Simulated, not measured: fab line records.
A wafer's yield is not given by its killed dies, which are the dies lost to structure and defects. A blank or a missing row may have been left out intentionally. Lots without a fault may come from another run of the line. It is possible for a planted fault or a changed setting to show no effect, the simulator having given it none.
fab line records | flow rit-cmos | part 1 of 2: steps 1 to 24 of 32
record: lots: 5 wafers: 15 last-day: 7
route steps=202 shown ACTIVE@11 FOX1@20 FOX2@23 NWELL@28 PWELL@39
lots untouched by any fault: they come from a run of this same line in which no faults occurred
start-h: hours from the record's first day to the start of the lot's first wafer shown | wait-h: hours from the lot's prior step to this one | " the same as in the row above | L1.1+2: several wafers, shown together as one row | - no value present, or no start provided | * or withheld: withheld | < > ~ a bound
route shown NAME@n: NAME is a module with steps in the file, n the number in the route of the first one | usual: mean/standard deviation taken from wafers without a fault | same: alike in all rows | chamber/n: place in a boat | sites: the reading at each site | _std_site: the values' standard deviation | _edge_site: mean of outer sites minus mean of inner sites | radius-mm: for every site, how far away it sits from the centre of the wafer | mask NAME#n: copy n | behind: the most recent tool/chamber to have shaped the wafer | hold: cause of the lot's hold/its duration in hours/its outcome | device: which transistor (n, p or np) failed to switch | end of line: the route-end tests of the same wafers | step lacking rows: just its recipe | killed: at the first sort, the dies lost to defects and structure; wafer yield is something else | map: a wafer's dies, x killed, . not, _ none there
set.NAME: the setting the step ran with; set.NAME@STEP: the setting that earlier step ran with | model.NAME: the simulator's own value behind a step, which no gauge read
certain route steps with their lots: each step a table, each wafer a row
services: a tool's chamber out of use, with start hour (start-h, from the record's first day; less than 0 if before it), hours out, and reason
== steps ==
step: RIT_ACTIVE_DEVELOP_10
recipe: resist: NOVOLAK develop-time-s: 50 dev-temp-c: 23
usual: chill-plate-temp-C: 23.00/0.11 resist-line-temp-C: 23.01/0.11
columns lot.wafer tool chamber start-h wait-h chill-plate-temp-C resist-line-temp-C
L084.2 litho-track-03 0 - - 23.18 23.08
L084.3 " 0 " " 23.00 23.14
L084.4 " 0 " " 23.08 23.01
L090.3 litho-track-04 0 - - 23.15 22.95
L090.4 " 0 " " 22.95 22.86
L090.6 " 0 " " 23.10 22.86
L091.1 litho-track-04 0 - - 23.01 23.04
L091.4 " 0 " " 22.90 23.08
L091.6 " 0 " " 22.86 23.09
L093.1 litho-track-04 0 - - 23.13 23.05
L093.3 " 0 " " 23.30 23.14
L093.4 " 0 " " 22.99 23.05
L097.1 litho-track-03 0 - - 23.19 23.18
L097.2 " 0 " " 23.26 22.99
L097.4 " 0 " " 23.14 22.97
step: RIT_ACTIVE_CD_MEAS_11
recipe: target-cd-nm: 1400
usual: cd-nm: 1399.7/1.9
columns lot.wafer tool chamber start-h wait-h cd-nm
L084.2 cd-sem-02 - 64.46 - 1402.4
L084.3 " - " " 1399.4
L084.4 " - " " 1402.6
L090.3 cd-sem-01 - 94.77 - 1396.6
L090.4 " - " " 1398.7
L090.6 " - " " 1396.4
L091.1 cd-sem-02 - 99.56 - 1403.2
L091.4 " - " " 1398.8
L091.6 " - " " 1402.1
L093.1 cd-sem-02 - 109.56 - 1398.8
L093.3 " - " " 1398.9
L093.4 " - " " 1396.3
L097.1 cd-sem-01 - 129.89 - 1399.6
L097.2 " - " " 1399.0
L097.4 " - " " 1399.7
step: RIT_ACTIVE_HARDBAKE_12
recipe: resist: NOVOLAK temp-c: 140 time-s: 60
usual: chill-plate-temp-C: 23.02/0.11 resist-line-temp-C: 22.96/0.096
columns lot.wafer tool chamber start-h wait-h chill-plate-temp-C resist-line-temp-C
L084.2 litho-track-03 0 64.58 0.1 22.97 22.90
L084.3 " 0 " " 22.97 22.93
L084.4 " 0 " " 22.88 22.90
L090.3 litho-track-01 0 94.90 0.1 22.77 23.06
L090.4 " 0 " " 22.90 23.12
L090.6 " 0 " " 22.85 22.96
L091.1 litho-track-04 0 99.68 0.1 23.10 22.97
L091.4 " 0 " " 22.99 22.90
L091.6 " 0 " " 22.98 23.02
L093.1 litho-track-04 0 109.68 0.1 22.93 22.91
L093.3 " 0 " " 23.08 22.95
L093.4 " 0 " " 23.13 22.94
L097.1 litho-track-04 0 130.01 0.1 23.01 22.92
L097.2 " 0 " " 22.95 22.96
L097.4 " 0 " " 23.02 22.92
step: RIT_ACTIVE_ETCH_13
recipe: stop-on: SiO2 chemistry: SF6 target: Si3N4 time-s: 210 over-etch-frac: 0.4 SF6_flow_sccm: 200 pressure-mtorr: 260 rf-w: 125 target-depth-a: 2100
usual: chamber-pressure-mTorr: 259.99/0.27 drypump-motor-current-A: 5.6/0.52 oes-product-au: 0.818/0.012 throttle-valve-pct: 7.52/0.092
columns lot.wafer tool chamber start-h wait-h chamber-pressure-mTorr drypump-motor-current-A oes-product-au rf-hours-counter-h throttle-valve-pct
L084.2 rie-diel-02 0 64.71 0.1 260.01 6.1 0.809 52 7.47
L084.3 " 3 " " 260.28 5.0 0.814 6 7.59
L084.4 " 1 " " 259.96 4.8 0.840 87 7.39
L090.3 rie-diel-04 1 95.00 0.1 260.07 6.5 0.827 67 7.56
L090.4 " 2 " " 259.65 5.0 0.822 26 7.59
L090.6 " 0 " " 259.31 5.0 0.834 - 7.51
L091.1 rie-diel-04 2 99.83 0.1 260.39 5.0 0.817 26 7.58
L091.4 " 0 " " 260.00 5.1 0.821 126 7.51
L091.6 " 2 " " 260.08 5.1 0.813 - 7.59
L093.1 rie-diel-02 2 109.83 0.1 259.98 5.5 0.807 112 7.62
L093.3 " 0 " " 259.66 6.1 0.797 53 7.48
L093.4 " 3 " " 259.79 5.0 0.819 7 7.58
L097.1 rie-diel-04 2 130.16 0.1 259.89 5.0 0.826 27 7.58
L097.2 " 3 " " 259.89 5.9 0.816 44 7.49
L097.4 " 1 " " 259.58 6.5 0.828 67 7.56
step: RIT_ACTIVE_STRIP_14
recipe: chemistry: O2 time-s: 180 resist: NOVOLAK platen-temp-c: withheld power-w: 500 pressure-mtorr: 4000 o2-flow-sccm: 4000
usual: chamber-pressure-mTorr: 4000/3.6 drypump-motor-current-A: 5.7/0.35
columns lot.wafer tool chamber start-h wait-h chamber-pressure-mTorr drypump-motor-current-A rf-hours-counter-h
L084.2 plasma-asher-01 0 64.84 0.1 4005 6.1 39
L084.3 " 1 " " 4005 5.3 -
L084.4 " 0 " " 4002 6.1 -
L090.3 plasma-asher-01 1 95.19 0.1 4002 5.3 -
L090.4 " 0 " " 3997 6.1 -
L090.6 " 1 " " 3999 5.3 -
L091.1 plasma-asher-01 1 99.97 0.1 3996 5.3 43
L091.4 " 1 " " 4001 5.3 -
L091.6 " 0 " " 3998 6.1 -
L093.1 plasma-asher-01 0 109.97 0.1 4003 6.1 44
L093.3 " 1 " " 4009 5.3 -
L093.4 " 0 " " 4003 6.1 -
L097.1 plasma-asher-03 1 130.30 0.1 4002 6.0 48
L097.2 " 0 " " 3998 5.5 48
L097.4 " 0 " " 3999 5.4 -
step: RIT_ACTIVE_CD_MEAS_90
recipe: target-cd-nm: 1400
usual: cd-nm: 1399.8/1.9
columns lot.wafer tool chamber start-h wait-h cd-nm
L084.2 cd-sem-01 - 65.04 0.1 1402.6
L084.3 " - " " 1398.8
L084.4 " - " " 1403.1
L090.3 cd-sem-02 - 95.35 0.1 1396.7
L090.4 " - " " 1398.6
L090.6 " - " " 1396.2
L091.1 cd-sem-01 - 100.14 0.1 1403.1
L091.4 " - " " 1399.3
L091.6 " - " " 1401.5
L093.1 cd-sem-02 - 110.14 0.1 1398.8
L093.3 " - " " 1398.8
L093.4 " - " " 1396.1
L097.1 cd-sem-01 - 130.47 0.1 1398.9
L097.2 " - " " 1398.6
L097.4 " - " " 1399.4
step: RIT_ACTIVE_CLEAN_15
recipe: chemistry: SC1 mix: 3:3:50 time-s: 600 temp-c: 75
usual: bath-heat-duty-pct: 15.8/2
columns lot.wafer tool chamber start-h wait-h bath-heat-duty-pct
L084.2 wet-bench-03 0 65.14 0.1 16.3
L084.3 " 0 " " 15.9
L084.4 " 0 " " 17.3
L090.3 wet-bench-02 0 95.43 0.1 16.6
L090.4 " 0 " " 17.3
L090.6 " 0 " " 17.7
L091.1 wet-bench-02 3 100.26 0.1 15.6
L091.4 " 3 " " 15.3
L091.6 " 3 " " 16.1
L093.1 wet-bench-02 3 110.26 0.1 16.7
L093.3 " 3 " " 15.5
L093.4 " 3 " " 16.8
L097.1 wet-bench-01 1 130.59 0.1 14.0
L097.2 " 1 " " 14.7
L097.4 " 1 " " 13.0
step: RIT_ACTIVE_CLEAN_16
recipe: chemistry: dHF dilution: 50:1 time-s: 30
columns lot.wafer tool chamber start-h wait-h
L084.2+3+4 wet-bench-01 1 65.31 0.0
L090.3+4+6 wet-bench-02 0 95.60 0.0
L091.1+4+6 wet-bench-02 0 100.44 0.0
L093.1+3+4 wet-bench-03 2 110.44 0.0
L097.1+2+4 wet-bench-03 2 130.77 0.0
step: RIT_ACTIVE_CLEAN_17
recipe: chemistry: SC2 mix: 3:3:50 time-s: 600 temp-c: 75 dry: n2-spin
usual: bath-heat-duty-pct: 15.2/2.3
columns lot.wafer tool chamber start-h wait-h bath-heat-duty-pct
L084.2 wet-bench-02 1 65.33 0.0 16.0
L084.3 " 1 " " 15.3
L084.4 " 1 " " 13.2
L090.3 wet-bench-02 1 95.62 0.0 14.9
L090.4 " 1 " " 13.9
L090.6 " 1 " " 15.1
L091.1 wet-bench-03 1 100.45 0.0 17.7
L091.4 " 1 " " 19.5
L091.6 " 1 " " 18.3
L093.1 wet-bench-01 2 110.46 0.0 14.6
L093.3 " 2 " " 13.7
L093.4 " 2 " " 14.0
L097.1 wet-bench-01 2 130.78 0.0 14.7
L097.2 " 2 " " 13.1
L097.4 " 2 " " 15.3
step: RIT_FOX1_OXIDATION_00
recipe: temp-c: 1100 ambient: H2O target-thk-a: 3507 p-h2o-torr: 720 ox-time-s: 1130
usual: ox-temp-c-max: 1105.0/1.9 tube_center_temp_C_max: 1102.8/0.51 zone-power-centre-pct: 57/7.9
columns lot.wafer tool chamber start-h wait-h ox-temp-c-max tube_center_temp_C_max zone-power-centre-pct
L084.2 furnace-01 0 66.66 1.1 1106.4 1102.5 48
L084.3 " 0 " " 1106.4 1102.8 49
L084.4 " 0 " " 1106.6 1103.3 49
L090.3 furnace-04 0 95.79 0.0 1103.9 1103.7 61
L090.4 " 0 " " 1104.9 1102.8 61
L090.6 " 0 " " 1105.2 1103.0 61
L091.1 furnace-01 0 100.63 0.0 1106.2 1102.2 49
L091.4 " 0 " " 1105.3 1102.3 49
L091.6 " 0 " " 1105.3 1103.6 48
L093.1 furnace-01 0 111.18 0.5 1106.0 1102.7 48
L093.3 " 0 " " 1105.4 1102.7 49
L093.4 " 0 " " 1105.4 1102.6 49
L097.1 furnace-01 0 130.96 0.0 1107.6 1103.0 49
L097.2 " 0 " " 1109.1 1102.8 48
L097.4 " 0 " " 1107.6 1102.9 48
step: RIT_FOX1_THK_MEAS_01
recipe: reads: SiO2_of_FOX1_OXIDATION_00
usual: FOX1_OXIDE_THK: 348/6
columns lot.wafer tool chamber start-h wait-h FOX1_OXIDE_THK[nm]
L084.2 film-metro-02 - 67.99 0.0 352
L084.3 " - " " 351
L084.4 " - " " 354
L090.3 film-metro-02 - 97.13 0.0 342
L090.4 " - " " 344
L090.6 " - " " 341
L091.1 film-metro-02 - 101.94 0.0 357
L091.4 " - " " 355
L091.6 " - " " 354
L093.1 film-metro-04 - 112.49 0.0 348
L093.3 " - " " 351
L093.4 " - " " 351
L097.1 film-metro-04 - 132.27 0.0 356
L097.2 " - " " 351
L097.4 " - " " 345
step: RIT_FOX1_WET_ETCH_02
recipe: chemistry: BOE target-depth-nm: 350 time-s: 390 temp-c: 21.5 dry: n2-spin dilution: 10:1 target: SiO2
usual: bath-heat-duty-pct: 1.7/0.35
columns lot.wafer tool chamber start-h wait-h bath-heat-duty-pct
L084.2 wet-bench-02 0 68.04 0.0 2.2
L084.3 " 0 " " 2.1
L084.4 " 0 " " 2.3
L090.3 wet-bench-01 1 97.17 0.0 1.2
L090.4 " 1 " " 1.4
L090.6 " 1 " " 1.1
L091.1 wet-bench-04 1 102.00 0.1 1.8
L091.4 " 1 " " 2.2
L091.6 " 1 " " 1.7
L093.1 wet-bench-01 2 112.55 0.1 1.5
L093.3 " 2 " " 2.2
L093.4 " 2 " " 1.6
L097.1 wet-bench-04 2 132.33 0.1 2.0
L097.2 " 2 " " 1.6
L097.4 " 2 " " 1.4
step: RIT_FOX2_OXIDATION_00
recipe: temp-c: 1100 ambient: H2O target-thk-a: 3507 p-h2o-torr: 720 ox-time-s: 1130
usual: ox-temp-c-max: 1105.7/1.5 tube_center_temp_C_max: 1102.8/0.45 zone-power-centre-pct: 54/4.8
columns lot.wafer tool chamber start-h wait-h ox-temp-c-max tube_center_temp_C_max zone-power-centre-pct
L084.2 furnace-01 0 68.16 0.0 1108.6 1102.8 48
L084.3 " 0 " " 1107.1 1102.4 48
L084.4 " 0 " " 1108.1 1103.9 48
L090.3 furnace-01 0 98.38 1.1 1105.9 1102.8 48
L090.4 " 0 " " 1107.5 1102.5 48
L090.6 " 0 " " 1108.4 1103.5 48
L091.1 furnace-03 0 102.12 0.0 1107.4 1102.0 56
L091.4 " 0 " " 1105.3 1102.7 55
L091.6 " 0 " " 1104.3 1103.3 55
L093.1 furnace-03 0 112.67 0.0 1105.8 1103.0 55
L093.3 " 0 " " 1105.9 1102.4 55
L093.4 " 0 " " 1105.1 1102.3 56
L097.1 furnace-03 0 132.45 0.0 1104.9 1103.1 56
L097.2 " 0 " " 1104.8 1103.1 55
L097.4 " 0 " " 1106.4 1102.6 56
step: RIT_FOX2_THK_MEAS_01
recipe: reads: SiO2_of_FOX2_OXIDATION_00
usual: FOX2_OXIDE_THK: 350/6.1
columns lot.wafer tool chamber start-h wait-h FOX2_OXIDE_THK[nm]
L084.2 film-metro-02 - 69.49 0.0 350
L084.3 " - " " 352
L084.4 " - " " 354
L090.3 film-metro-02 - 99.72 0.0 345
L090.4 " - " " 348
L090.6 " - " " 341
L091.1 film-metro-02 - 103.43 0.0 346
L091.4 " - " " 345
L091.6 " - " " 347
L093.1 film-metro-02 - 113.98 0.0 356
L093.3 " - " " 349
L093.4 " - " " 351
L097.1 film-metro-02 - 133.76 0.0 363
L097.2 " - " " 359
L097.4 " - " " 360
step: RIT_FOX2_CLEAN_02
recipe: chemistry: dHF dilution: 50:1 time-s: 180
columns lot.wafer tool chamber start-h wait-h
L084.2+3+4 wet-bench-04 1 69.54 0.0
L090.3+4+6 wet-bench-04 2 99.76 0.0
L091.1+4+6 wet-bench-01 2 103.49 0.1
L093.1+3+4 wet-bench-01 1 114.04 0.1
L097.1+2+4 wet-bench-04 1 133.82 0.1
step: RIT_FOX2_WET_ETCH_03
recipe: chemistry: H3PO4 target: Si3N4 target-depth-nm: 195 temp-c: 165 time-s: 2700
usual: bath-heat-duty-pct: 27/3.6
columns lot.wafer tool chamber start-h wait-h bath-heat-duty-pct
L084.2 wet-bench-03 0 69.60 0.0 28
L084.3 " 0 " " 29
L084.4 " 0 " " 30
L090.3 wet-bench-01 3 99.82 0.0 28
L090.4 " 3 " " 29
L090.6 " 3 " " 28
L091.1 wet-bench-03 0 103.55 0.0 32
L091.4 " 0 " " 28
L091.6 " 0 " " 29
L093.1 wet-bench-04 1 114.10 0.0 29
L093.3 " 1 " " 30
L093.4 " 1 " " 31
L097.1 wet-bench-04 1 133.88 0.0 30
L097.2 " 1 " " 30
L097.4 " 1 " " 32
step: RIT_FOX2_THK_MEAS_90
recipe: reads: SiO2_of_FOX2_OXIDATION_00
usual: FIELD_OXIDE_LEFT_1_THK: 322/6.1
columns lot.wafer tool chamber start-h wait-h FIELD_OXIDE_LEFT_1_THK[nm]
L084.2 film-metro-02 - 70.36 0.0 323
L084.3 " - " " 325
L084.4 " - " " 327
L090.3 film-metro-02 - 100.59 0.0 317
L090.4 " - " " 320
L090.6 " - " " 313
L091.1 film-metro-02 - 104.38 0.0 318
L091.4 " - " " 317
L091.6 " - " " 319
L093.1 film-metro-01 - 114.86 0.0 328
L093.3 " - " " 322
L093.4 " - " " 324
L097.1 film-metro-02 - 134.64 0.0 336
L097.2 " - " " 332
L097.4 " - " " 332
step: RIT_NWELL_HMDS_00
recipe: prime-time-s: 60 prime-temp-c: 140
usual: chill-plate-temp-C: 22.96/0.094 prime-temp-c: 140.02/0.15 resist-line-temp-C: 22.98/0.11
columns lot.wafer tool chamber start-h wait-h chill-plate-temp-C prime-temp-c resist-line-temp-C
L084.2 litho-track-04 0 70.44 0.1 23.00 139.77 23.12
L084.3 " 0 " " 22.95 139.97 22.99
L084.4 " 0 " " 22.87 140.02 22.97
L090.3 litho-track-03 0 100.68 0.1 22.80 139.94 22.97
L090.4 " 0 " " 23.00 140.15 22.92
L090.6 " 0 " " 23.07 140.03 22.98
L091.1 litho-track-03 0 104.44 0.1 22.95 140.19 22.96
L091.4 " 0 " " 23.08 140.12 23.09
L091.6 " 0 " " 22.98 140.26 22.91
L093.1 litho-track-02 0 114.92 0.1 23.00 140.05 23.07
L093.3 " 0 " " 22.86 140.08 22.99
L093.4 " 0 " " 23.03 140.25 22.92
L097.1 litho-track-02 0 134.70 0.1 22.78 139.83 22.92
L097.2 " 0 " " 22.89 140.11 23.05
L097.4 " 0 " " 22.97 139.97 22.94
step: RIT_NWELL_COAT_01
recipe: resist: NOVOLAK spin-rpm: 2000 resist-thk-nm: 1300
usual: chill-plate-temp-C: 22.98/0.1 resist-line-temp-C: 22.98/0.11
columns lot.wafer tool chamber start-h wait-h chill-plate-temp-C resist-line-temp-C
L084.2 litho-track-04 0 70.59 0.1 23.07 22.85
L084.3 " 0 " " 22.93 22.89
L084.4 " 0 " " 23.10 22.98
L090.3 litho-track-03 0 100.83 0.1 23.00 23.00
L090.4 " 0 " " 23.00 22.83
L090.6 " 0 " " 22.93 22.78
L091.1 litho-track-03 0 104.59 0.1 22.90 23.19
L091.4 " 0 " " 23.10 23.01
L091.6 " 0 " " 22.96 23.05
L093.1 litho-track-02 0 115.07 0.1 22.93 22.89
L093.3 " 0 " " 23.04 23.01
L093.4 " 0 " " 22.83 22.98
L097.1 litho-track-02 0 134.85 0.1 23.03 23.07
L097.2 " 0 " " 22.99 23.10
L097.4 " 0 " " 22.83 22.99
step: RIT_NWELL_SOFTBAKE_02
recipe: resist: NOVOLAK temp-c: 90 time-s: 60
usual: chill-plate-temp-C: 22.98/0.098 resist-line-temp-C: 23.00/0.11
columns lot.wafer tool chamber start-h wait-h chill-plate-temp-C resist-line-temp-C
L084.2 litho-track-04 0 70.74 0.1 23.02 22.87
L084.3 " 0 " " 22.98 22.96
L084.4 " 0 " " 22.99 22.91
L090.3 litho-track-03 0 100.98 0.1 23.11 22.89
L090.4 " 0 " " 22.87 23.09
L090.6 " 0 " " 22.79 23.07
L091.1 litho-track-03 0 104.74 0.1 22.88 23.00
L091.4 " 0 " " 23.08 22.99
L091.6 " 0 " " 22.92 23.08
L093.1 litho-track-02 0 115.22 0.1 23.06 23.28
L093.3 " 0 " " 23.04 22.91
L093.4 " 0 " " 22.94 23.09
L097.1 litho-track-02 0 135.00 0.1 22.93 22.78
L097.2 " 0 " " 22.94 22.94
L097.4 " 0 " " 22.85 22.75
step: RIT_NWELL_EXPOSE_03
recipe: mask-id: M2 na: 0.57 target-cd-nm: 43900 dose-mj: 250
usual: stage-vel-mm-s: 500.02/0.26
columns lot.wafer tool chamber start-h wait-h mask stage-vel-mm-s
L084.2 iline-stepper-02 0 71.01 0.2 M2#0 500.48
L084.3 " 0 " " M2#0 500.68
L084.4 " 0 " " M2#0 500.64
L090.3 iline-stepper-01 0 101.12 0.1 M2#0 500.52
L090.4 " 0 " " M2#0 500.22
L090.6 " 0 " " M2#0 500.09
L091.1 iline-stepper-02 0 105.02 0.2 M2#0 500.23
L091.4 " 0 " " M2#0 499.87
L091.6 " 0 " " M2#0 499.78
L093.1 iline-stepper-01 0 115.49 0.2 M2#0 499.90
L093.3 " 0 " " M2#0 500.18
L093.4 " 0 " " M2#0 499.75
L097.1 iline-stepper-01 0 135.15 0.1 M2#0 499.95
L097.2 " 0 " " M2#0 499.85
L097.4 " 0 " " M2#0 499.73
step: RIT_NWELL_PEB_04
recipe: resist: NOVOLAK temp-c: withheld time-s: withheld
usual: chill-plate-temp-C: * resist-line-temp-C: *
columns lot.wafer tool chamber start-h wait-h chill-plate-temp-C resist-line-temp-C
L084.2 litho-track-04 0 71.13 0.1 * *
L084.3 " 0 " " * *
L084.4 " 0 " " * *
L090.3 litho-track-04 0 101.25 0.1 * *
L090.4 " 0 " " * *
L090.6 " 0 " " * *
L091.1 litho-track-04 0 105.13 0.1 * *
L091.4 " 0 " " * *
L091.6 " 0 " " * *
L093.1 litho-track-03 0 115.61 0.1 * *
L093.3 " 0 " " * *
L093.4 " 0 " " * *
L097.1 litho-track-04 0 135.27 0.1 * *
L097.2 " 0 " " * *
L097.4 " 0 " " * *
step: RIT_NWELL_DEVELOP_05
recipe: resist: NOVOLAK develop-time-s: 68 dev-temp-c: 23
usual: chill-plate-temp-C: 23.01/0.12 resist-line-temp-C: 23.00/0.096
columns lot.wafer tool chamber start-h wait-h chill-plate-temp-C resist-line-temp-C
L084.2 litho-track-04 0 - - 22.82 22.96
L084.3 " 0 " " 23.15 22.93
L084.4 " 0 " " 23.05 22.88
L090.3 litho-track-04 0 - - 23.17 23.14
L090.4 " 0 " " 23.21 22.99
L090.6 " 0 " " 23.11 23.14
L091.1 litho-track-04 0 - - 23.03 23.05
L091.4 " 0 " " 22.96 22.95
L091.6 " 0 " " 23.15 23.12
L093.1 litho-track-03 0 - - 23.11 23.05
L093.3 " 0 " " 23.06 22.75
L093.4 " 0 " " 23.05 22.88
L097.1 litho-track-04 0 - - 23.15 23.07
L097.2 " 0 " " 23.10 22.86
L097.4 " 0 " " 23.11 22.99
step: RIT_NWELL_OVL_MEAS_06
usual: NWELL_OVL: 0.5/1.7
columns lot.wafer tool chamber start-h wait-h NWELL_OVL[nm]
L084.2 overlay-02 - 71.43 - -0.3
L084.3 " - " " -0.3
L084.4 " - " " 1.9
L090.3 overlay-01 - 101.53 - -0.4
L090.4 " - " " 0.5
L090.6 " - " " -0.8
L091.1 overlay-01 - 105.44 - -1.0
L091.4 " - " " -2.4
L091.6 " - " " -2.9
L093.1 overlay-02 - 115.92 - 0.5
L093.3 " - " " 0.4
L093.4 " - " " 2.3
L097.1 overlay-01 - 135.58 - 2.4
L097.2 " - " " 5.0
L097.4 " - " " 5.3
